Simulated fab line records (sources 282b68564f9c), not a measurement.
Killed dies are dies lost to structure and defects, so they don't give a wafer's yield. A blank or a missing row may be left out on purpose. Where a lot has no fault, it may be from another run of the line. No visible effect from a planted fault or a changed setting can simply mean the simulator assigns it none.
Comparing a struck lot with a sound one :: flow rit-cmos :: 28 steps out of a route of 202
Sound: these wafers, L531.1, L531.2, L531.3. Wafers struck: L534.1, L534.3, L534.4. At the end, the cause is stated.
Order at every step that has rows: each side's tool, ch and its chambers, its first start. Under that, the readings that differ: sound wafers :: struck wafers :: difference of the means :: sigmas: that difference in standard deviations of wafers without a fault.
alike: readings with means less than 2 such deviations apart, plus words and numbers identical on both sides. not compared: withheld readings, readings lacking a value on some wafer, bounds such as >300 that could conceal the same value, and numbers that have no deviation in the record and whose values overlap.
Wherever a step has rows on one side only, a row that says differs or no value, or a row with sigmas, the two part there. When numbers do not overlap yet have no deviation, they are printed without sigmas and do not part them. A reading that every wafer of one side lacks parts them only if that side has two wafers or more.

RIT_ACTIVE_BOW_MEAS_00:
  sound on film-metro-03, day 2 16:00; struck on film-metro-03, day 3 07:00
  alike: INCOMING_BOW
RIT_ACTIVE_OXIDATION_01: target thk 46.8 nm, ox time 3360 s.
  sound on furnace-01 ch 0, day 2 17:01; struck on furnace-01 ch 0, day 3 07:42
reading: model.SiO2_of_ACTIVE_OXIDATION_01.thk-nm (nm)
sound: 45.6 46.14 45.17
struck: 36.09 35.74 35.81
difference: -9.76
sigmas: 
  alike: spike-tc-source-C
RIT_ACTIVE_THK_MEAS_02:
  sound on film-metro-04, day 2 18:58; struck on film-metro-04, day 3 09:38
reading: ACTIVE_OXIDE_THK (nm)
sound: 45.6 46.1 45.2
struck: 36.1 35.7 35.8
difference: -9.8
sigmas: -10
then, 1 step without rows for these wafers: RIT_ACTIVE_CVD_03 (deposits Si3N4 from SiH2Cl2/NH3, target thk 150 nm, time 1500 s).
RIT_ACTIVE_THK_MEAS_04:
  sound on film-metro-01, day 2 20:26; struck on film-metro-03, day 3 11:07
  alike: ACTIVE_NITRIDE_THK
then, 6 steps without rows for these wafers: RIT_ACTIVE_HMDS_05 (prime time 60 s); RIT_ACTIVE_COAT_06 (resist thk 1000 nm); RIT_ACTIVE_SOFTBAKE_07 (time 60 s); RIT_ACTIVE_EXPOSE_08 (exposes mask M1, target cd 1400 nm); RIT_ACTIVE_PEB_09; RIT_ACTIVE_DEVELOP_10 (develop time 50 s).
RIT_ACTIVE_CD_MEAS_11 targets a cd of 1400 nm.
  sound on cd-sem-01, day 2 21:28; struck on cd-sem-02, day 3 12:08
  alike: cd-nm
then, 1 step without rows for these wafers: RIT_ACTIVE_HARDBAKE_12 (time 60 s).
RIT_ACTIVE_ETCH_13: etches Si3N4 in SF6, stops on SiO2, time 210 s, target depth 210 nm.
  sound on rie-diel-02 ch 0,1,2, day 2 21:44; struck on rie-diel-02 ch 0,3, day 3 12:25
  alike: drypump-motor-current-A, oes-product-au, throttle-valve-pct
  not compared: rf-hours-counter-h
RIT_ACTIVE_STRIP_14: strips in O2, time 180 s.
  sound on plasma-asher-02 ch 0,1, day 2 21:52; struck on plasma-asher-01 ch 0,1, day 3 12:32
  alike: drypump-motor-current-A
  not compared: rf-hours-counter-h
RIT_ACTIVE_CD_MEAS_90 targets a cd of 1400 nm.
  sound on cd-sem-02, day 2 22:03; struck on cd-sem-01, day 3 12:43
  alike: cd-nm
then, 4 steps without rows for these wafers: RIT_ACTIVE_CLEAN_15 (cleans in SC1, time 600 s); RIT_ACTIVE_CLEAN_16 (cleans in dHF, time 30 s); RIT_ACTIVE_CLEAN_17 (cleans in SC2, time 600 s); RIT_FOX1_OXIDATION_00 (target thk 350.7 nm, ox time 1130 s).
RIT_FOX1_THK_MEAS_01:
  sound on film-metro-04, day 3 00:37; struck on film-metro-01, day 3 14:49
reading: FOX1_OXIDE_THK (nm)
sound: 363 361 358
struck: 338 335 336
difference: -24
sigmas: -4
then, 2 steps without rows for these wafers: RIT_FOX1_WET_ETCH_02 (etches SiO2 in BOE, target depth 350 nm, time 390 s); RIT_FOX2_OXIDATION_00 (target thk 350.7 nm, ox time 1130 s).
RIT_FOX2_THK_MEAS_01:
  sound on film-metro-01, day 3 02:37; struck on film-metro-03, day 3 16:23
  alike: FOX2_OXIDE_THK
then, 1 step without rows for these wafers: RIT_FOX2_CLEAN_02 (cleans in dHF, time 180 s).
RIT_FOX2_WET_ETCH_03: etches Si3N4 in H3PO4, target depth 195 nm, time 2700 s.
  sound on wet-bench-03 ch 2, day 3 02:44; struck on wet-bench-03 ch 1, day 3 16:31
reading: model.SiO2_of_ACTIVE_OXIDATION_01.thk-nm (nm)
sound: 38.26 40.83 39.98
struck: 32 30.94 31.01
difference: -8
sigmas: 
RIT_FOX2_THK_MEAS_90:
  sound on film-metro-01, day 3 03:29; struck on film-metro-01, day 3 17:16
  alike: FIELD_OXIDE_LEFT_1_THK
RIT_M1_PROBE_99:
  sound on prober-02, day 4 17:27; struck on prober-01, day 5 07:43
reading: killed-short
sound: 1 1 0
struck: 5 4 6
difference: +4
sigmas: +2

reading: model.etest.pldd.width-nm (nm)
sound: 3187 3198 3194
struck: 3277 3286 3294
difference: +93
sigmas: 

reading: model.etest.nldd.width-nm (nm)
sound: 3206 3194 3204
struck: 3299 3306 3315
difference: +105
sigmas: 

reading: model.etest.nplus-sal.width-nm (nm)
sound: 3459 3456 3451
struck: 3538 3547 3528
difference: +82
sigmas: 

reading: model.etest.pplus-sal.width-nm (nm)
sound: 3442 3427 3454
struck: 3520 3528 3527
difference: +84
sigmas: 

reading: model.etest.nmos-narrow.drive-ua-um
sound: 238.4 240.3 240.5
struck: 264 265.8 262.8
difference: +24
sigmas: 

reading: model.etest.pmos-narrow.drive-ua-um
sound: 101.5 103.7 103.1
struck: 115.9 117.2 114
difference: +12.9
sigmas: 
  alike: killed-at-contacts, killed-at-front-end, killed-dies, killed-on-rim, killed-open
  not compared: model.etest.cap-n-gate.c-min-ff-um2

## WHERE THEY PART
At RIT_ACTIVE_THK_MEAS_02 first; at RIT_M1_PROBE_99 last (within this record only).

WHY: whatever the simulator had introduced
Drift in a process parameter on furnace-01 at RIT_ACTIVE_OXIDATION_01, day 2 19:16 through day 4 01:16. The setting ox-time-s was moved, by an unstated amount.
